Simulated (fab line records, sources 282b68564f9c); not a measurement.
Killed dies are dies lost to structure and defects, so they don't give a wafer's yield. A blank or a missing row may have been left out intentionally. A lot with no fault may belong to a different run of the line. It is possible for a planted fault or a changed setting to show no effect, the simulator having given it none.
Tool commonality check | flow rit-cmos | Sampled: 14 lots, 48 wafers

REASON IT WAS OPENED
Of 14 lots, 2 have the reading NSD_TW flagged at RIT_NSD_TW_MEAS_10. No-fault wafers: 3173, standard deviation 18.
Rule: a lot gets a flag if all its wafers with a number sit over 4 standard deviations from that mean, or if no wafer of it has a number. The rest of the lots are taken to be sound.

lot  | measured    | on            | NSD_TW, wafer by wafer        | flag
L814 | day 3 02:56 | film-metro-02 | 3187 3152 3164                |
L815 | day 3 09:47 | film-metro-04 | 3184 3179 3173                |
L816 | day 3 12:23 | film-metro-03 | 3181 3184 3168                |
L817 | day 3 15:24 | film-metro-02 | 3173 3151 3166                |
L822 | day 4 21:38 | film-metro-04 | 3183 3192 3187                |
L827 | day 5 21:15 | film-metro-03 | 3338 3350 3330 3354 3355 3342 | FLAGGED
L828 | day 5 22:56 | film-metro-04 | 3355 3362 3366 3364 3369 3359 | FLAGGED
L830 | day 6 14:45 | film-metro-02 | 3177 3188 3179                |
L831 | day 6 18:55 | film-metro-04 | 3190 3210 3201                |
L832 | day 6 21:25 | film-metro-04 | 3202 3202 3201                |
L833 | day 6 23:28 | film-metro-03 | 3160 3161 3155                |
L834 | day 7 09:49 | film-metro-02 | 3181 3158 3180                |
L835 | day 7 14:37 | film-metro-02 | 3171 3181 3191                |
L837 | day 7 22:58 | film-metro-03 | 3144 3132 3148                |
The mean of the flagged lots' numbers is 3354, +181 from the usual (+10 standard deviations).

LOT BY LOT: THE TOOL USED
Before the reading, the record contains 2 process steps out of a 202-step route. In each cell: the tool, then ch and the chambers that the sampled wafers went through, then the start.
lot  | flag    | RIT_PRETRO_STRIP_09                 | RIT_PLDD_COAT_01
L814 |         | plasma-asher-02 ch 0,1, day 2 08:59 | litho-track-01 ch 0, day 2 20:53
L815 |         | plasma-asher-04 ch 0,1, day 2 14:44 | litho-track-03 ch 0, day 3 04:28
L816 |         | plasma-asher-04 ch 0,1, day 2 18:55 | litho-track-02 ch 0, day 3 07:10
L817 |         | plasma-asher-03 ch 0,1, day 3 00:08 | litho-track-02 ch 0, day 3 10:14
L822 |         | plasma-asher-02 ch 0,1, day 4 00:44 | litho-track-03 ch 0, day 4 16:17
L827 | FLAGGED | plasma-asher-04 ch 0, day 5 02:26   | litho-track-03, day 5 16:08
L828 | FLAGGED | plasma-asher-04 ch 0,1, day 5 06:38 | litho-track-03, day 5 16:43
L830 |         | plasma-asher-04 ch 0, day 5 19:05   | litho-track-03 ch 0, day 6 08:33
L831 |         | plasma-asher-04 ch 0,1, day 5 23:21 | litho-track-02 ch 0, day 6 13:31
L832 |         | plasma-asher-04 ch 0,1, day 6 05:22 | litho-track-03 ch 0, day 6 16:17
L833 |         | plasma-asher-04 ch 0,1, day 6 07:30 | litho-track-01 ch 0, day 6 18:02
L834 |         | plasma-asher-02 ch 0,1, day 6 13:16 | litho-track-03 ch 0, day 7 03:52
L835 |         | plasma-asher-04 ch 0,1, day 6 19:20 | litho-track-01 ch 0, day 7 08:58
L837 |         | plasma-asher-02 ch 0,1, day 7 06:14 | litho-track-01 ch 0, day 7 17:32
What is done by these steps:
- RIT_PRETRO_STRIP_09: strips in O2, time 180 s.
- RIT_PLDD_COAT_01: resist thk 1000 nm.
- RIT_NSD_TW_MEAS_10

FLAGGED AGAINST TOTAL, ONE TOOL AT A TIME (gauges that did the reading follow at the end)
step                | tool            | lots run | flagged | share of the flagged lots | sound lots run after its first flagged lot
RIT_PRETRO_STRIP_09 | plasma-asher-02 | 4        | 0       | none                      | -
RIT_PRETRO_STRIP_09 | plasma-asher-03 | 1        | 0       | none                      | -
RIT_PRETRO_STRIP_09 | plasma-asher-04 | 9        | 2       | all                       | 5 (L830,L831,L832,L833,L835)
RIT_PLDD_COAT_01    | litho-track-01  | 4        | 0       | none                      | -
RIT_PLDD_COAT_01    | litho-track-02  | 3        | 0       | none                      | -
RIT_PLDD_COAT_01    | litho-track-03  | 7        | 2       | all                       | 3 (L830,L832,L834)
RIT_NSD_TW_MEAS_10  | film-metro-02   | 5        | 0       | none                      | -
RIT_NSD_TW_MEAS_10  | film-metro-03   | 4        | 1       | some                      | 2 (L833,L837)
RIT_NSD_TW_MEAS_10  | film-metro-04   | 5        | 1       | some                      | 2 (L831,L832)

WHAT IS ALLOWED BY THE TABLE
Every flagged lot went through 2 rows of the table: plasma-asher-04 at RIT_PRETRO_STRIP_09 and litho-track-03 at RIT_PLDD_COAT_01.
- plasma-asher-04 at RIT_PRETRO_STRIP_09: 2 of its 9 lots flagged. Sound lots ran on it after the first flagged one (L830, L831, L832, L833, L835), which a lasting fault on the whole tool wouldn't allow.
- litho-track-03 at RIT_PLDD_COAT_01: 2 of its 7 lots flagged. Sound lots ran on it after the first flagged one (L830, L832, L834), which a lasting fault on the whole tool wouldn't allow. On the flagged lots its readings are blank where sound lots have values: chill-plate-temp-C, dispense-pressure-kPa, exhaust-pa, spin-speed-rpm.
Every row of the table either missed a flagged lot or ran a sound lot after the first.

WHAT HAD BEEN PUT IN BY THE SIMULATOR
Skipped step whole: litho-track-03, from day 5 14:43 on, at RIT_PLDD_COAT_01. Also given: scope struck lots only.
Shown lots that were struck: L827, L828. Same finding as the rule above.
